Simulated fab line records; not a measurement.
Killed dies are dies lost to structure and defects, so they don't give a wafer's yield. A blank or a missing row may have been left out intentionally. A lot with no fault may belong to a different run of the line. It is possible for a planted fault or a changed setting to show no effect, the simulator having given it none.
Check of tool commonality || flow berkeley_cmos170 || 48 wafers sampled across 14 lots

== REASON IT WAS OPENED ==
UCB170_PWELL_TW_MEAS_17, reading PWELL_TW: flagged on 2 of 14 lots. Wafers without a fault read 382.7, standard deviation 2.8.
Rule: a lot is flagged in two cases, either no wafer of it has a number, or all its wafers with numbers fall more than 4 standard deviations from that mean. All remaining lots are regarded as sound.

{"lot": "L163", "measured": "day 3 07:54", "on": "film_metro-02", "PWELL_TW, wafer by wafer": "382.0 383.3 383.1", "flag": ""}
{"lot": "L165", "measured": "day 3 17:24", "on": "film_metro-03", "PWELL_TW, wafer by wafer": "375.9 377.3 377.8", "flag": ""}
{"lot": "L167", "measured": "day 4 03:44", "on": "film_metro-02", "PWELL_TW, wafer by wafer": "384.3 384.9 385.7", "flag": ""}
{"lot": "L168", "measured": "day 4 07:47", "on": "film_metro-02", "PWELL_TW, wafer by wafer": "383.9 385.0 385.5", "flag": ""}
{"lot": "L170", "measured": "day 4 10:35", "on": "film_metro-02", "PWELL_TW, wafer by wafer": "383.6 384.7 385.8", "flag": ""}
{"lot": "L171", "measured": "day 4 15:03", "on": "film_metro-02", "PWELL_TW, wafer by wafer": "385.3 385.0 385.2", "flag": ""}
{"lot": "L175", "measured": "day 5 16:44", "on": "film_metro-02", "PWELL_TW, wafer by wafer": "382.4 382.1 381.3", "flag": ""}
{"lot": "L176", "measured": "day 5 17:10", "on": "film_metro-03", "PWELL_TW, wafer by wafer": "316.0 314.9 314.5 316.4 315.9 315.0", "flag": "FLAGGED"}
{"lot": "L177", "measured": "day 6 04:15", "on": "film_metro-03", "PWELL_TW, wafer by wafer": "317.9 317.6 316.6 315.9 315.7 317.2", "flag": "FLAGGED"}
{"lot": "L178", "measured": "day 6 07:47", "on": "film_metro-01", "PWELL_TW, wafer by wafer": "382.6 384.1 385.2", "flag": ""}
{"lot": "L180", "measured": "day 6 14:15", "on": "film_metro-02", "PWELL_TW, wafer by wafer": "384.0 383.8 383.6", "flag": ""}
{"lot": "L183", "measured": "day 7 05:35", "on": "film_metro-01", "PWELL_TW, wafer by wafer": "380.0 380.9 380.6", "flag": ""}
{"lot": "L182", "measured": "day 7 05:44", "on": "film_metro-03", "PWELL_TW, wafer by wafer": "378.9 379.5 380.8", "flag": ""}
{"lot": "L185", "measured": "day 7 21:38", "on": "film_metro-02", "PWELL_TW, wafer by wafer": "388.5 385.5 384.4", "flag": ""}
Average over the flagged lots: 316.1; offset from the usual -66.6, equal to -24 standard deviations.

== TOOL THAT RAN EACH LOT ==
The record holds 1 process step before the reading, out of a route of 331 steps. Each cell gives the tool, then ch followed by the chambers the sampled wafers passed through, then the start.
{"lot": "L163", "flag": "", "UCB170_PWELL_IMPLANT_15": "implanter-01 ch 0, day 3 07:40"}
{"lot": "L165", "flag": "", "UCB170_PWELL_IMPLANT_15": "implanter-01 ch 0, day 3 17:09"}
{"lot": "L167", "flag": "", "UCB170_PWELL_IMPLANT_15": "implanter-01 ch 0, day 4 03:29"}
{"lot": "L168", "flag": "", "UCB170_PWELL_IMPLANT_15": "implanter-04 ch 0, day 4 07:32"}
{"lot": "L170", "flag": "", "UCB170_PWELL_IMPLANT_15": "implanter-02 ch 0, day 4 10:22"}
{"lot": "L171", "flag": "", "UCB170_PWELL_IMPLANT_15": "implanter-02 ch 0, day 4 14:48"}
{"lot": "L175", "flag": "", "UCB170_PWELL_IMPLANT_15": "implanter-04 ch 0, day 5 16:30"}
{"lot": "L176", "flag": "FLAGGED", "UCB170_PWELL_IMPLANT_15": "implanter-02 ch 0, day 5 16:56"}
{"lot": "L177", "flag": "FLAGGED", "UCB170_PWELL_IMPLANT_15": "implanter-02 ch 0, day 6 04:00"}
{"lot": "L178", "flag": "", "UCB170_PWELL_IMPLANT_15": "implanter-04 ch 0, day 6 07:33"}
{"lot": "L180", "flag": "", "UCB170_PWELL_IMPLANT_15": "implanter-04 ch 0, day 6 14:01"}
{"lot": "L183", "flag": "", "UCB170_PWELL_IMPLANT_15": "implanter-01 ch 0, day 7 05:16"}
{"lot": "L182", "flag": "", "UCB170_PWELL_IMPLANT_15": "implanter-04 ch 0, day 7 05:30"}
{"lot": "L185", "flag": "", "UCB170_PWELL_IMPLANT_15": "implanter-04 ch 0, day 7 21:23"}
What these steps do:
- UCB170_PWELL_IMPLANT_15
- UCB170_PWELL_TW_MEAS_17

== FLAGGED AGAINST TOTAL, ONE TOOL AT A TIME (gauges that did the reading follow at the end) ==
{"step": "UCB170_PWELL_IMPLANT_15", "tool": "implanter-01", "lots run": 4, "flagged": 0, "share of the flagged lots": "none", "sound lots run after its first flagged lot": "-"}
{"step": "UCB170_PWELL_IMPLANT_15", "tool": "implanter-02", "lots run": 4, "flagged": 2, "share of the flagged lots": "all", "sound lots run after its first flagged lot": 0}
{"step": "UCB170_PWELL_IMPLANT_15", "tool": "implanter-04", "lots run": 6, "flagged": 0, "share of the flagged lots": "none", "sound lots run after its first flagged lot": "-"}
{"step": "UCB170_PWELL_TW_MEAS_17", "tool": "film_metro-01", "lots run": 2, "flagged": 0, "share of the flagged lots": "none", "sound lots run after its first flagged lot": "-"}
{"step": "UCB170_PWELL_TW_MEAS_17", "tool": "film_metro-02", "lots run": 8, "flagged": 0, "share of the flagged lots": "none", "sound lots run after its first flagged lot": "-"}
{"step": "UCB170_PWELL_TW_MEAS_17", "tool": "film_metro-03", "lots run": 4, "flagged": 2, "share of the flagged lots": "all", "sound lots run after its first flagged lot": "1 (L182)"}

== WHAT IS ALLOWED BY THE TABLE ==
Every flagged lot went through 2 rows of the table: implanter-02 at UCB170_PWELL_IMPLANT_15 and film_metro-03 at UCB170_PWELL_TW_MEAS_17.
- implanter-02 at UCB170_PWELL_IMPLANT_15 ran 4 lots, 2 of them flagged. Its last sound lot is L171 (day 4 14:48), its first flagged lot L176 (day 5 16:56): a fault that began between those two fits. Its own readings (dose_ions_cm2, faraday_current_uA) fall more than 4 standard deviations out on all wafers of the flagged lots.
- film_metro-03 at UCB170_PWELL_TW_MEAS_17 ran 4 lots, 2 of them flagged. After the first flagged lot (L182), sound lots still ran on it; a lasting fault on the whole tool would not permit that.
Just one tool remains: implanter-02 at UCB170_PWELL_IMPLANT_15.

== WHAT WAS PUT IN BY THE SIMULATOR ==
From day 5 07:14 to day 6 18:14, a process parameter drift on implanter-02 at UCB170_PWELL_IMPLANT_15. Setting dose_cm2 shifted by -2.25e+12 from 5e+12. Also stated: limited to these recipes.
Shown lots that were struck: L176, L177. The same result came from the rule above.
